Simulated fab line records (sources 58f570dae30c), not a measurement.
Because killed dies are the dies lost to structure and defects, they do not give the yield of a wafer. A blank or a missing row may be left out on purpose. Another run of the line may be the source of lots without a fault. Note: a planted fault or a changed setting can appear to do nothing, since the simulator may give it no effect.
fab line records | flow berkeley_cmos170 | part 1 of 2: steps 1 to 23 of 32
[record] lots = 5 | wafers = 15 | last_day = 12
route steps=331 shown M2@286 V2@292 M3@309
lots that met no fault: from a run of the same line without faults
start_h: start of the lot's first displayed wafer, in hours after the record's first day | wait_h: time in hours since the lot's previous step | " the same as in the row above | L1.1+2: a row that stands for several wafers | - value missing, or start not given | * or withheld: withheld | < > ~ a bound
route shown NAME@n: names a module that has steps shown in the file, with the first one's number in the route | usual: mean/standard deviation taken from wafers without a fault | same: alike in all rows | chamber/n: place in a boat | sites: per-site readings | _std_site: their standard deviation | _edge_site: mean of outer sites minus mean of inner sites | radius_mm: for every site, how far away it sits from the centre of the wafer | mask NAME#n: copy n | behind: the last tool/chamber to shape the wafer | hold: the reason the lot was held/the length of the hold in hours/how it ended | device: names the non-switching transistor (n, p or np) | end of line: tests of these same wafers at the route's end | for a step that has no rows: nothing shown but its recipe | killed: at the first sort, the dies lost to defects and structure; wafer yield is something else | map: the dies of a wafer, with x for killed, . for not killed, _ for no die there
set.NAME: the setting the step ran with; set.NAME@STEP: the setting that earlier step ran with | model.NAME: the simulator's own value behind a step, which no gauge read
lots at some steps of the route; a table a step, a row a wafer
services: a tool's chamber out of use, with start hour (start_h, from the record's first day; less than 0 if before it), hours out, and reason
[[steps]]
[step UCB170_M2_CD_MEAS_15]
[recipe] target_cd_nm = 700
[usual] cd_nm = 700.0/1.6
lot.wafer | tool      | chamber | start_h | wait_h | cd_nm
L074.1    | cd_sem-02 | -       | 180.56  | -      | 699.0
L074.4    | "         | -       | "       | "      | 697.3
L074.6    | "         | -       | "       | "      | 699.7
L082.2    | cd_sem-02 | -       | 212.50  | -      | 698.3
L082.4    | "         | -       | "       | "      | 698.7
L082.6    | "         | -       | "       | "      | 697.5
L088.2    | cd_sem-01 | -       | 252.16  | -      | 699.2
L088.3    | "         | -       | "       | "      | 699.9
L088.6    | "         | -       | "       | "      | 698.8
L089.3    | cd_sem-01 | -       | 273.51  | -      | 700.3
L089.4    | "         | -       | "       | "      | 701.4
L089.5    | "         | -       | "       | "      | 700.4
L092.2    | cd_sem-01 | -       | 290.70  | -      | 701.3
L092.4    | "         | -       | "       | "      | 703.4
L092.5    | "         | -       | "       | "      | 703.2
[step UCB170_M2_OVL_MEAS_16]
[usual] M2_OVL = -2/5.7
lot.wafer | tool       | chamber | start_h | wait_h | M2_OVL[nm]
L074.1    | overlay-01 | -       | 180.68  | 0.1    | -2
L074.4    | "          | -       | "       | "      | 4
L074.6    | "          | -       | "       | "      | 4
L082.2    | overlay-01 | -       | 212.61  | 0.1    | -12
L082.4    | "          | -       | "       | "      | -14
L082.6    | "          | -       | "       | "      | -16
L088.2    | overlay-01 | -       | 252.27  | 0.1    | -8
L088.3    | "          | -       | "       | "      | -12
L088.6    | "          | -       | "       | "      | -10
L089.3    | overlay-02 | -       | 273.60  | 0.1    | 2
L089.4    | "          | -       | "       | "      | 2
L089.5    | "          | -       | "       | "      | 5
L092.2    | overlay-02 | -       | 290.80  | 0.1    | -6
L092.4    | "          | -       | "       | "      | 1
L092.5    | "          | -       | "       | "      | -6
[step UCB170_M2_ETCH_17]
[recipe] chemistry = N2/H2 | target_depth_a = withheld | overetch_a = withheld | target = BARC | time_s = withheld | source_w = 500 | bias_w = 100 | pressure_mtorr = 30 | n2_flow_sccm = 100 | h2_flow_sccm = 200
[usual] drypump_motor_current_A = 5.5/0.43 | n2_flow_sccm = 100.00/0.27 | oes_product_au = 1.003/0.024 | rf_fwd_power_W = 494.0/2.4 | throttle_valve_pct = 13.25/0.14
lot.wafer | tool        | chamber | start_h | wait_h | drypump_motor_current_A | n2_flow_sccm | oes_product_au | rf_fwd_power_W | throttle_valve_pct
L074.1    | rie_diel-04 | 3       | 180.71  | 0.0    | 5.0                     | 99.94        | 0.998          | 491.4          | 13.39
L074.4    | "           | 2       | "       | "      | 6.5                     | 99.59        | 1.027          | 492.8          | 13.26
L074.6    | "           | 0       | "       | "      | 6.1                     | 100.28       | 1.011          | 495.9          | 13.19
L082.2    | rie_diel-03 | 1       | 212.64  | 0.0    | 5.6                     | 100.18       | 0.951          | 492.8          | 13.33
L082.4    | "           | 0       | "       | "      | 5.6                     | 99.58        | 1.018          | 493.8          | 13.09
L082.6    | "           | 1       | "       | "      | 5.6                     | 100.21       | 0.963          | 493.0          | 13.34
L088.2    | rie_diel-03 | 3       | 252.30  | 0.0    | 5.1                     | 99.91        | 1.002          | 497.8          | 13.09
L088.3    | "           | 2       | "       | "      | 5.5                     | 100.36       | 1.034          | 489.0          | 13.22
L088.6    | "           | 1       | "       | "      | 5.6                     | 100.37       | 0.958          | 494.1          | 13.35
L089.3    | rie_diel-03 | 3       | 273.63  | 0.0    | 5.1                     | 100.07       | 0.992          | 497.1          | 13.10
L089.4    | "           | 1       | "       | "      | 5.6                     | 100.26       | 0.972          | 496.4          | 13.33
L089.5    | "           | 3       | "       | "      | 5.1                     | 100.10       | 1.004          | 496.4          | 13.09
L092.2    | rie_diel-03 | 0       | 290.83  | 0.0    | 5.6                     | 99.93        | 1.018          | 492.1          | 13.11
L092.4    | "           | 3       | "       | "      | 5.2                     | 100.27       | 0.996          | 496.1          | 13.09
L092.5    | "           | 0       | "       | "      | 5.6                     | 100.40       | 1.016          | 490.8          | 13.11
[step UCB170_M2_METAL_ETCH_18]
[recipe] chemistry = Cl2/BCl3 | target = Al | stop_on = SiO2 | pressure_mtorr = 12 | target_depth_a = 11700 | over_etch_frac = 0.3 | time_s = 195 | icp_w = 600 | bias_w = 120 | Cl2_flow_sccm = 90 | bcl3_flow_sccm = 45
[usual] drypump_motor_current_A = 6.0/0.35 | oes_product_au = 0.855/0.01 | rf_fwd_power_W = 597.8/1.7 | throttle_valve_pct = 24.29/0.29
[same] over_etch_frac = 0.3
lot.wafer | tool         | chamber | start_h | wait_h | drypump_motor_current_A | oes_product_au | rf_fwd_power_W | rf_hours_counter_h | throttle_valve_pct
L074.1    | rie_metal-04 | 1       | 180.75  | -      | 5.4                     | 0.873          | 597.7          | 6.4                | 24.13
L074.4    | "            | 1       | "       | "      | 5.4                     | 0.868          | 593.1          | -                  | 24.14
L074.6    | "            | 1       | "       | "      | 5.4                     | 0.875          | 597.9          | -                  | 24.11
L082.2    | rie_metal-02 | 1       | 212.68  | -      | 6.0                     | 0.863          | 595.9          | 5.3                | 23.97
L082.4    | "            | 0       | "       | "      | 6.5                     | 0.863          | 599.0          | -                  | 24.75
L082.6    | "            | 1       | "       | "      | 6.0                     | 0.857          | 602.2          | -                  | 23.96
L088.2    | rie_metal-04 | 0       | 252.34  | -      | 6.2                     | 0.872          | 598.2          | 1.8                | 24.40
L088.3    | "            | 1       | "       | "      | 5.4                     | 0.864          | 600.3          | -                  | 24.12
L088.6    | "            | 1       | "       | "      | 5.4                     | 0.868          | 598.0          | -                  | 24.14
L089.3    | rie_metal-04 | 0       | 273.73  | -      | 6.1                     | 0.886          | 598.1          | -                  | 24.42
L089.4    | "            | 1       | "       | "      | 5.4                     | 0.855          | 598.2          | -                  | 24.15
L089.5    | "            | 1       | "       | "      | 5.4                     | 0.858          | 597.9          | -                  | 24.13
L092.2    | rie_metal-03 | 1       | 290.87  | -      | 5.8                     | 0.850          | 599.8          | 5.0                | 24.44
L092.4    | "            | 1       | "       | "      | 5.9                     | 0.857          | 596.9          | -                  | 24.44
L092.5    | "            | 0       | "       | "      | 5.7                     | 0.835          | 596.4          | -                  | 24.06
[step UCB170_M2_STRIP_19]
[recipe] chemistry = O2 | power_w = 400 | pressure_mtorr = 3500 | platen_temp_c = withheld | o2_flow_sccm = 400 | overash_fraction = 0.5
[usual] drypump_motor_current_A = 6.0/0.48 | oes_product_au = 0.542/0.0087
lot.wafer | tool            | chamber | start_h | wait_h | drypump_motor_current_A | oes_product_au | rf_hours_counter_h
L074.1    | plasma_asher-04 | 1       | 181.13  | 0.3    | 5.7                     | 0.550          | 7
L074.4    | "               | 0       | "       | "      | 6.3                     | 0.554          | -
L074.6    | "               | 0       | "       | "      | 6.3                     | 0.550          | -
L082.2    | plasma_asher-01 | 1       | 212.86  | 0.1    | 6.4                     | 0.551          | 44
L082.4    | "               | 1       | "       | "      | 6.5                     | 0.538          | -
L082.6    | "               | 1       | "       | "      | 6.5                     | 0.530          | -
L088.2    | plasma_asher-04 | 0       | 252.53  | 0.1    | 6.3                     | 0.534          | 15
L088.3    | "               | 1       | "       | "      | 5.7                     | 0.545          | -
L088.6    | "               | 0       | "       | "      | 6.3                     | 0.551          | -
L089.3    | plasma_asher-01 | 0       | 273.89  | 0.1    | 6.3                     | 0.536          | -
L089.4    | "               | 1       | "       | "      | 6.5                     | 0.554          | -
L089.5    | "               | 1       | "       | "      | 6.5                     | 0.550          | -
L092.2    | plasma_asher-03 | 0       | 291.06  | 0.1    | 5.2                     | 0.536          | 61
L092.4    | "               | 0       | "       | "      | 5.2                     | 0.547          | -
L092.5    | "               | 1       | "       | "      | 6.4                     | 0.546          | -
[step UCB170_M2_CD_MEAS_90]
[recipe] target_cd_nm = 700
[usual] cd_nm = 700.8/2.9
lot.wafer | tool      | chamber | start_h | wait_h | cd_nm
L074.1    | cd_sem-01 | -       | 181.23  | 0.1    | 700.9
L074.4    | "         | -       | "       | "      | 699.1
L074.6    | "         | -       | "       | "      | 700.3
L082.2    | cd_sem-01 | -       | 212.98  | 0.1    | 703.3
L082.4    | "         | -       | "       | "      | 701.6
L082.6    | "         | -       | "       | "      | 705.2
L088.2    | cd_sem-01 | -       | 252.65  | 0.1    | 697.0
L088.3    | "         | -       | "       | "      | 699.7
L088.6    | "         | -       | "       | "      | 698.3
L089.3    | cd_sem-01 | -       | 273.99  | 0.1    | 702.8
L089.4    | "         | -       | "       | "      | 703.4
L089.5    | "         | -       | "       | "      | 703.5
L092.2    | cd_sem-02 | -       | 291.18  | 0.1    | 701.9
L092.4    | "         | -       | "       | "      | 702.7
L092.5    | "         | -       | "       | "      | 704.1
[step UCB170_V2_CVD_00]
[recipe] material = SiO2 | target_thk_nm = 2000 | temp_c = 390 | precursor = TEOS/O2 | time_s = 250 | rf_w = 550 | pressure_mtorr = 9000
[usual] heater_power_w = 227/59 | rf_fwd_power_W = 548.2/1.6
lot.wafer | tool     | chamber | start_h | wait_h | heater_power_w | rf_fwd_power_W
L074.1    | pecvd-01 | 1       | 181.35  | 0.1    | 229            | 547.1
L074.4    | "        | 2       | "       | "      | 131            | 547.3
L074.6    | "        | 1       | "       | "      | 169            | 548.8
L082.2    | pecvd-03 | 2       | 213.08  | 0.1    | 185            | 547.1
L082.4    | "        | 1       | "       | "      | 214            | 551.9
L082.6    | "        | 0       | "       | "      | 319            | 545.6
L088.2    | pecvd-04 | 1       | 252.75  | 0.1    | 221            | 549.6
L088.3    | "        | 2       | "       | "      | 273            | 548.3
L088.6    | "        | 1       | "       | "      | 261            | 547.2
L089.3    | pecvd-04 | 0       | 274.07  | 0.1    | 231            | 547.3
L089.4    | "        | 0       | "       | "      | 170            | 549.3
L089.5    | "        | 1       | "       | "      | 177            | 548.6
L092.2    | pecvd-03 | 2       | 291.28  | 0.1    | 160            | 545.4
L092.4    | "        | 1       | "       | "      | 290            | 549.6
L092.5    | "        | 2       | "       | "      | 116            | 547.1
[step UCB170_V2_THK_MEAS_01]
[recipe] reads = SiO2_of_V2_CVD_00
[usual] V2_TEOS_THK = 1990/24
lot.wafer | tool          | chamber | start_h | wait_h | V2_TEOS_THK[nm]
L074.1    | film_metro-04 | -       | 181.50  | 0.1    | 1993
L074.4    | "             | -       | "       | "      | 2004
L074.6    | "             | -       | "       | "      | 2015
L082.2    | film_metro-03 | -       | 213.25  | 0.1    | 1983
L082.4    | "             | -       | "       | "      | 1991
L082.6    | "             | -       | "       | "      | 1974
L088.2    | film_metro-01 | -       | 252.91  | 0.1    | 1973
L088.3    | "             | -       | "       | "      | 1971
L088.6    | "             | -       | "       | "      | 2012
L089.3    | film_metro-03 | -       | 274.25  | 0.1    | 1921
L089.4    | "             | -       | "       | "      | 1981
L089.5    | "             | -       | "       | "      | 1977
L092.2    | film_metro-01 | -       | 291.45  | 0.1    | 1958
L092.4    | "             | -       | "       | "      | 1975
L092.5    | "             | -       | "       | "      | 2004
[step UCB170_V2_CMP_02]
[recipe] material = SiO2 | down_force_psi = 6 | platen_rpm = 60 | pad_velocity_m_s = 0.75398
[usual] edge_zone_pressure_frac = 1.000/0.005 | motor_current_A = 16.0/2 | retaining_ring_pressure_frac = 0.999/0.0048
lot.wafer | tool   | chamber | start_h | wait_h | edge_zone_pressure_frac | motor_current_A | retaining_ring_pressure_frac
L074.1    | cmp-01 | 1       | 181.56  | 0.1    | 0.994                   | 20.6            | 1.005
L074.4    | "      | 3       | "       | "      | 0.998                   | 15.0            | 1.005
L074.6    | "      | 1       | "       | "      | 0.998                   | 19.4            | 1.003
L082.4    | cmp-01 | 0       | 213.30  | 0.0    | 1.012                   | 13.2            | 1.001
L082.2    | "      | 1       | "       | "      | 1.002                   | 19.0            | 1.005
L082.6    | "      | 0       | "       | "      | 0.996                   | 13.1            | 0.998
L088.2    | cmp-02 | 1       | 253.06  | 0.1    | 1.004                   | 15.0            | 0.993
L088.3    | "      | 2       | "       | "      | 1.001                   | 15.4            | 0.996
L088.6    | "      | 3       | "       | "      | 1.000                   | 16.4            | 1.000
L089.3    | cmp-02 | 3       | 274.29  | 0.0    | 0.994                   | 14.7            | 0.999
L089.4    | "      | 0       | "       | "      | 1.006                   | 15.9            | 1.000
L089.5    | "      | 0       | "       | "      | 1.006                   | 15.9            | 0.995
L092.4    | cmp-01 | 0       | 291.50  | 0.0    | 1.005                   | 13.0            | 1.005
L092.2    | "      | 3       | "       | "      | 1.001                   | 15.4            | 0.996
L092.5    | "      | 0       | "       | "      | 0.997                   | 13.1            | 1.004
[step UCB170_V2_BOW_MEAS_03]
[recipe] mode = bow
[usual] V2_BOW = 39/6.5
lot.wafer | tool          | chamber | start_h | wait_h | V2_BOW[um]
L074.1    | film_metro-01 | -       | 181.89  | 0.3    | 35
L074.4    | "             | -       | "       | "      | 30
L074.6    | "             | -       | "       | "      | 26
L082.2    | film_metro-01 | -       | 213.62  | 0.2    | 39
L082.4    | "             | -       | "       | "      | 30
L082.6    | "             | -       | "       | "      | 28
L088.2    | film_metro-04 | -       | 253.28  | 0.2    | 39
L088.3    | "             | -       | "       | "      | 36
L088.6    | "             | -       | "       | "      | 30
L089.3    | film_metro-01 | -       | 274.63  | 0.3    | 54
L089.4    | "             | -       | "       | "      | 45
L089.5    | "             | -       | "       | "      | 51
L092.2    | film_metro-04 | -       | 291.82  | 0.1    | 43
L092.4    | "             | -       | "       | "      | 25
L092.5    | "             | -       | "       | "      | 46
[step UCB170_V2_THK_MEAS_04]
[recipe] reads = SiO2_of_V2_CVD_00
[usual] V2_POLISHED_THK = 999.4/1.2
lot.wafer | tool          | chamber | start_h | wait_h | V2_POLISHED_THK[nm]
L074.1    | film_metro-01 | -       | 182.01  | 0.1    | 999.3
L074.4    | "             | -       | "       | "      | 998.9
L074.6    | "             | -       | "       | "      | 999.2
L082.2    | film_metro-01 | -       | 213.73  | 0.1    | 999.7
L082.4    | "             | -       | "       | "      | 997.1
L082.6    | "             | -       | "       | "      | 998.2
L088.2    | film_metro-04 | -       | 253.39  | 0.1    | 999.4
L088.3    | "             | -       | "       | "      | 998.7
L088.6    | "             | -       | "       | "      | 998.7
L089.3    | film_metro-01 | -       | 274.73  | 0.1    | 1000.0
L089.4    | "             | -       | "       | "      | 1002.2
L089.5    | "             | -       | "       | "      | 1002.0
L092.2    | film_metro-04 | -       | 291.93  | 0.1    | 1000.3
L092.4    | "             | -       | "       | "      | 999.7
L092.5    | "             | -       | "       | "      | 999.8
[step UCB170_V2_CLEAN_05]
[recipe] chemistry = DIW
lot.wafer  | tool         | chamber | start_h | wait_h
L074.1+4+6 | wet_bench-03 | 3       | 182.07  | 0.1
L082.2+4+6 | wet_bench-03 | 2       | 213.78  | 0.0
L088.2+3+6 | wet_bench-03 | 2       | 253.44  | 0.0
L089.3+4+5 | wet_bench-04 | 1       | 274.77  | 0.0
L092.2+4+5 | wet_bench-03 | 1       | 291.98  | 0.0
[step UCB170_V2_HMDS_06]
[recipe] prime_time_s = 60 | prime_temp_c = 100
[usual] resist_line_temp_C = 23.01/0.1
lot.wafer | tool           | chamber | start_h | wait_h | resist_line_temp_C
L074.1    | litho_track-01 | 0       | 182.86  | 0.6    | 23.01
L074.4    | "              | 0       | "       | "      | 22.83
L074.6    | "              | 0       | "       | "      | 23.03
L082.2    | litho_track-02 | 0       | 213.98  | 0.0    | 22.95
L082.4    | "              | 0       | "       | "      | 22.89
L082.6    | "              | 0       | "       | "      | 23.07
L088.2    | litho_track-03 | 0       | 253.64  | 0.0    | 23.15
L088.3    | "              | 0       | "       | "      | 23.01
L088.6    | "              | 0       | "       | "      | 22.94
L089.3    | litho_track-02 | 0       | 275.00  | 0.1    | 23.13
L089.4    | "              | 0       | "       | "      | 23.09
L089.5    | "              | 0       | "       | "      | 23.11
L092.2    | litho_track-03 | 0       | 292.18  | 0.0    | 23.09
L092.4    | "              | 0       | "       | "      | 23.06
L092.5    | "              | 0       | "       | "      | 22.94
[step UCB170_V2_COAT_07]
[recipe] resist = KrF | spin_rpm = 1500 | resist_thk_nm = 900
[usual] resist_line_temp_C = 23.00/0.1 | spin_speed_rpm = 1499.9/1
lot.wafer | tool           | chamber | start_h | wait_h | resist_line_temp_C | spin_speed_rpm
L074.1    | litho_track-01 | 0       | 183.01  | 0.1    | 22.96              | 1501.1
L074.4    | "              | 0       | "       | "      | 23.00              | 1498.2
L074.6    | "              | 0       | "       | "      | 23.04              | 1500.5
L082.2    | litho_track-02 | 0       | 214.13  | 0.1    | 22.98              | 1500.1
L082.4    | "              | 0       | "       | "      | 22.92              | 1502.2
L082.6    | "              | 0       | "       | "      | 22.90              | 1502.6
L088.2    | litho_track-03 | 0       | 253.79  | 0.1    | 23.14              | 1501.1
L088.3    | "              | 0       | "       | "      | 23.03              | 1500.6
L088.6    | "              | 0       | "       | "      | 23.17              | 1502.0
L089.3    | litho_track-02 | 0       | 275.15  | 0.1    | 23.09              | 1498.8
L089.4    | "              | 0       | "       | "      | 22.90              | 1501.0
L089.5    | "              | 0       | "       | "      | 22.89              | 1500.0
L092.2    | litho_track-03 | 0       | 292.33  | 0.1    | 23.16              | 1499.3
L092.4    | "              | 0       | "       | "      | 23.08              | 1498.7
L092.5    | "              | 0       | "       | "      | 23.08              | 1500.1
[step UCB170_V2_SOFTBAKE_08]
[recipe] resist = KrF | temp_c = 130 | time_s = 60
[usual] resist_line_temp_C = 22.99/0.097
lot.wafer | tool           | chamber | start_h | wait_h | resist_line_temp_C
L074.1    | litho_track-01 | 0       | 183.16  | 0.1    | 22.99
L074.4    | "              | 0       | "       | "      | 23.19
L074.6    | "              | 0       | "       | "      | 22.94
L082.2    | litho_track-02 | 0       | 214.28  | 0.1    | 22.86
L082.4    | "              | 0       | "       | "      | 23.20
L082.6    | "              | 0       | "       | "      | 23.02
L088.2    | litho_track-03 | 0       | 253.94  | 0.1    | 22.87
L088.3    | "              | 0       | "       | "      | 22.97
L088.6    | "              | 0       | "       | "      | 22.97
L089.3    | litho_track-02 | 0       | 275.30  | 0.1    | 23.06
L089.4    | "              | 0       | "       | "      | 22.96
L089.5    | "              | 0       | "       | "      | 23.03
L092.2    | litho_track-03 | 0       | 292.48  | 0.1    | 23.00
L092.4    | "              | 0       | "       | "      | 22.95
L092.5    | "              | 0       | "       | "      | 23.06
[step UCB170_V2_EXPOSE_09]
[recipe] mask_id = VIA2 | target_cd_nm = 700 | na = 0.5 | sigma_outer = 0.6 | source_shape = conventional | dose_mj = 37
[usual] stage_vel_mm_s = 499.97/0.26
[same] sigma_outer = 0.6
lot.wafer | tool           | chamber | start_h | wait_h | mask   | stage_vel_mm_s
L074.1    | krf_scanner-02 | 0       | 183.31  | 0.1    | VIA2#0 | 499.91
L074.4    | "              | 0       | "       | "      | VIA2#0 | 500.09
L074.6    | "              | 0       | "       | "      | VIA2#0 | 500.13
L082.2    | krf_scanner-02 | 0       | 214.55  | 0.2    | VIA2#0 | 499.89
L082.4    | "              | 0       | "       | "      | VIA2#0 | 499.93
L082.6    | "              | 0       | "       | "      | VIA2#0 | 499.85
L088.2    | krf_scanner-01 | 0       | 254.21  | 0.2    | VIA2#0 | 500.01
L088.3    | "              | 0       | "       | "      | VIA2#0 | 500.16
L088.6    | "              | 0       | "       | "      | VIA2#0 | 499.78
L089.3    | krf_scanner-02 | 0       | 275.56  | 0.2    | VIA2#0 | 500.20
L089.4    | "              | 0       | "       | "      | VIA2#0 | 499.72
L089.5    | "              | 0       | "       | "      | VIA2#0 | 500.34
L092.2    | krf_scanner-01 | 0       | 292.75  | 0.2    | VIA2#0 | 500.06
L092.4    | "              | 0       | "       | "      | VIA2#0 | 500.12
L092.5    | "              | 0       | "       | "      | VIA2#0 | 500.05
[step UCB170_V2_PEB_10]
[recipe] peb_temp_c = 130 | peb_time_s = withheld | resist = KrF
[usual] resist_line_temp_C = 22.99/0.09
lot.wafer | tool           | chamber | start_h | wait_h | resist_line_temp_C
L074.1    | litho_track-02 | 0       | 183.99  | 0.7    | 22.87
L074.4    | "              | 0       | "       | "      | 22.89
L074.6    | "              | 0       | "       | "      | 22.96
L082.2    | litho_track-01 | 0       | 214.67  | 0.1    | 23.04
L082.4    | "              | 0       | "       | "      | 23.06
L082.6    | "              | 0       | "       | "      | 22.98
L088.2    | litho_track-01 | 0       | 255.20  | 1.0    | 22.94
L088.3    | "              | 0       | "       | "      | 23.03
L088.6    | "              | 0       | "       | "      | 23.04
L089.3    | litho_track-01 | 0       | 275.69  | 0.1    | 22.97
L089.4    | "              | 0       | "       | "      | 22.89
L089.5    | "              | 0       | "       | "      | 22.91
L092.2    | litho_track-02 | 0       | 292.95  | 0.2    | 22.94
L092.4    | "              | 0       | "       | "      | 23.15
L092.5    | "              | 0       | "       | "      | 22.92
[step UCB170_V2_DEVELOP_11]
[recipe] developer = TMAH | develop_time_s = 45 | resist = KrF | dev_temp_c = 21
[usual] resist_line_temp_C = 23.01/0.094
lot.wafer | tool           | chamber | start_h | wait_h | resist_line_temp_C
L074.1    | litho_track-02 | 0       | -       | -      | 23.25
L074.4    | "              | 0       | "       | "      | 23.03
L074.6    | "              | 0       | "       | "      | 23.05
L082.2    | litho_track-01 | 0       | -       | -      | 23.10
L082.4    | "              | 0       | "       | "      | 22.89
L082.6    | "              | 0       | "       | "      | 22.99
L088.2    | litho_track-01 | 0       | -       | -      | 23.07
L088.3    | "              | 0       | "       | "      | 23.24
L088.6    | "              | 0       | "       | "      | 23.08
L089.3    | litho_track-01 | 0       | -       | -      | 23.04
L089.4    | "              | 0       | "       | "      | 23.05
L089.5    | "              | 0       | "       | "      | 23.02
L092.2    | litho_track-02 | 0       | -       | -      | 23.09
L092.4    | "              | 0       | "       | "      | 23.07
L092.5    | "              | 0       | "       | "      | 22.92
[step UCB170_V2_CD_MEAS_12]
[recipe] target_cd_nm = 700
[usual] cd_nm = 699.8/1.3
lot.wafer | tool      | chamber | start_h | wait_h | cd_nm
L074.1    | cd_sem-01 | -       | 184.27  | -      | 700.1
L074.4    | "         | -       | "       | "      | 699.5
L074.6    | "         | -       | "       | "      | 699.8
L082.2    | cd_sem-01 | -       | 215.00  | -      | 700.0
L082.4    | "         | -       | "       | "      | 700.3
L082.6    | "         | -       | "       | "      | 700.8
L088.2    | cd_sem-01 | -       | 255.47  | -      | 698.4
L088.3    | "         | -       | "       | "      | 697.9
L088.6    | "         | -       | "       | "      | 697.2
L089.3    | cd_sem-02 | -       | 275.95  | -      | 699.4
L089.4    | "         | -       | "       | "      | 699.2
L089.5    | "         | -       | "       | "      | 700.2
L092.2    | cd_sem-01 | -       | 293.22  | -      | 699.1
L092.4    | "         | -       | "       | "      | 697.4
L092.5    | "         | -       | "       | "      | 698.2
[step UCB170_V2_OVL_MEAS_13]
[usual] V2_OVL = -1/4.6
lot.wafer | tool       | chamber | start_h | wait_h | V2_OVL[nm]
L074.1    | overlay-01 | -       | 184.39  | 0.1    | 1
L074.4    | "          | -       | "       | "      | 3
L074.6    | "          | -       | "       | "      | -1
L082.2    | overlay-02 | -       | 215.11  | 0.1    | -1
L082.4    | "          | -       | "       | "      | 3
L082.6    | "          | -       | "       | "      | -3
L088.2    | overlay-02 | -       | 255.58  | 0.1    | -1
L088.3    | "          | -       | "       | "      | -1
L088.6    | "          | -       | "       | "      | -3
L089.3    | overlay-01 | -       | 276.04  | 0.1    | 0
L089.4    | "          | -       | "       | "      | 0
L089.5    | "          | -       | "       | "      | 7
L092.2    | overlay-02 | -       | 293.32  | 0.1    | -4
L092.4    | "          | -       | "       | "      | -3
L092.5    | "          | -       | "       | "      | -5
[step UCB170_V2_ETCH_14]
[recipe] chemistry = CHF3/CF4/Ar | target = SiO2 | stop_on = Al | CHF3_flow_sccm = 45 | cf4_flow_sccm = 15 | Ar_flow_sccm = 150 | pressure_mtorr = 200 | rf_w = 700 | target_depth_a = 12500 | over_etch_frac = 0.232 | time_s = 291
[usual] drypump_motor_current_A = 5.6/0.43 | oes_product_au = 0.877/0.018 | rf_fwd_power_W = 697.8/2 | throttle_valve_pct = 6.91/0.073
[same] over_etch_frac = 0.232
lot.wafer | tool        | chamber | start_h | wait_h | drypump_motor_current_A | oes_product_au | rf_fwd_power_W | rf_hours_counter_h | throttle_valve_pct
L074.1    | rie_diel-01 | 2       | 184.42  | 0.0    | 5.9                     | 0.883          | 699.8          | 10                 | 7.02
L074.4    | "           | 3       | "       | "      | 5.4                     | 0.869          | 698.7          | 56                 | 6.95
L074.6    | "           | 0       | "       | "      | 6.7                     | 0.848          | 697.9          | -                  | 6.94
L082.2    | rie_diel-03 | 3       | 215.14  | 0.0    | 5.1                     | 0.897          | 698.9          | 2                  | 6.86
L082.4    | "           | 1       | "       | "      | 5.6                     | 0.853          | 697.9          | 36                 | 6.93
L082.6    | "           | 2       | "       | "      | 5.5                     | 0.888          | 699.6          | -                  | 6.91
L088.2    | rie_diel-01 | 2       | 255.61  | 0.0    | 5.8                     | 0.884          | 698.7          | 13                 | 7.01
L088.3    | "           | 1       | "       | "      | 6.0                     | 0.861          | 694.8          | 1                  | 6.89
L088.6    | "           | 3       | "       | "      | 5.4                     | 0.872          | 697.6          | -                  | 6.97
L089.3    | rie_diel-01 | 1       | 276.07  | 0.0    | 6.0                     | 0.861          | 696.9          | 2                  | 6.88
L089.4    | "           | 0       | "       | "      | 6.7                     | 0.853          | 698.6          | 120                | 6.92
L089.5    | "           | 3       | "       | "      | 5.4                     | 0.875          | 697.4          | -                  | 6.96
L092.2    | rie_diel-03 | 1       | 293.35  | 0.0    | 5.6                     | 0.846          | 697.6          | 40                 | 6.93
L092.4    | "           | 2       | "       | "      | 5.5                     | 0.906          | 696.2          | -                  | 6.91
L092.5    | "           | 1       | "       | "      | 5.6                     | 0.855          | 697.9          | -                  | 6.92
[step UCB170_V2_STRIP_15]
[recipe] chemistry = O2 | power_w = 400 | pressure_mtorr = 3500 | platen_temp_c = withheld | o2_flow_sccm = 400 | overash_fraction = 0.5
[usual] drypump_motor_current_A = 5.8/0.56 | oes_product_au = 0.722/0.0047 | strip_time_to_endpoint_s = 15.38/0.092
lot.wafer | tool            | chamber | start_h | wait_h | drypump_motor_current_A | oes_product_au | rf_hours_counter_h | strip_time_to_endpoint_s
L074.1    | plasma_asher-02 | 0       | 184.60  | 0.1    | 5.2                     | 0.722          | 41                 | 15.46
L074.4    | "               | 1       | "       | "      | 5.4                     | 0.719          | -                  | 15.26
L074.6    | "               | 0       | "       | "      | 5.2                     | 0.726          | -                  | 15.22
L082.2    | plasma_asher-02 | 1       | 215.31  | 0.1    | 5.4                     | 0.721          | 45                 | 15.43
L082.4    | "               | 1       | "       | "      | 5.4                     | 0.727          | -                  | 15.35
L082.6    | "               | 1       | "       | "      | 5.4                     | 0.718          | -                  | 15.34
L088.2    | plasma_asher-01 | 0       | 255.79  | 0.1    | 6.3                     | 0.727          | 48                 | 15.48
L088.3    | "               | 0       | "       | "      | 6.3                     | 0.720          | -                  | 15.40
L088.6    | "               | 1       | "       | "      | 6.5                     | 0.717          | -                  | 15.31
L089.3    | plasma_asher-02 | 1       | 276.28  | 0.1    | 5.4                     | 0.717          | -                  | 15.26
L089.4    | "               | 0       | "       | "      | 5.2                     | 0.709          | -                  | 15.39
L089.5    | "               | 0       | "       | "      | 5.2                     | 0.724          | -                  | 15.21
L092.2    | plasma_asher-02 | 0       | 293.53  | 0.1    | 5.2                     | 0.718          | 53                 | 15.46
L092.4    | "               | 0       | "       | "      | 5.2                     | 0.726          | -                  | 15.42
L092.5    | "               | 1       | "       | "      | 5.4                     | 0.726          | -                  | 15.44
[step UCB170_V2_CD_MEAS_90]
[recipe] target_cd_nm = 700
[usual] cd_nm = 699.6/1.4
lot.wafer | tool      | chamber | start_h | wait_h | cd_nm
L074.1    | cd_sem-01 | -       | 184.70  | 0.1    | 700.2
L074.4    | "         | -       | "       | "      | 699.4
L074.6    | "         | -       | "       | "      | 699.9
L082.2    | cd_sem-01 | -       | 215.43  | 0.1    | 699.4
L082.4    | "         | -       | "       | "      | 700.0
L082.6    | "         | -       | "       | "      | 700.8
L088.2    | cd_sem-01 | -       | 255.95  | 0.1    | 698.2
L088.3    | "         | -       | "       | "      | 697.6
L088.6    | "         | -       | "       | "      | 697.2
L089.3    | cd_sem-02 | -       | 276.39  | 0.1    | 698.9
L089.4    | "         | -       | "       | "      | 699.2
L089.5    | "         | -       | "       | "      | 700.9
L092.2    | cd_sem-02 | -       | 293.65  | 0.1    | 699.4
L092.4    | "         | -       | "       | "      | 698.0
L092.5    | "         | -       | "       | "      | 698.6
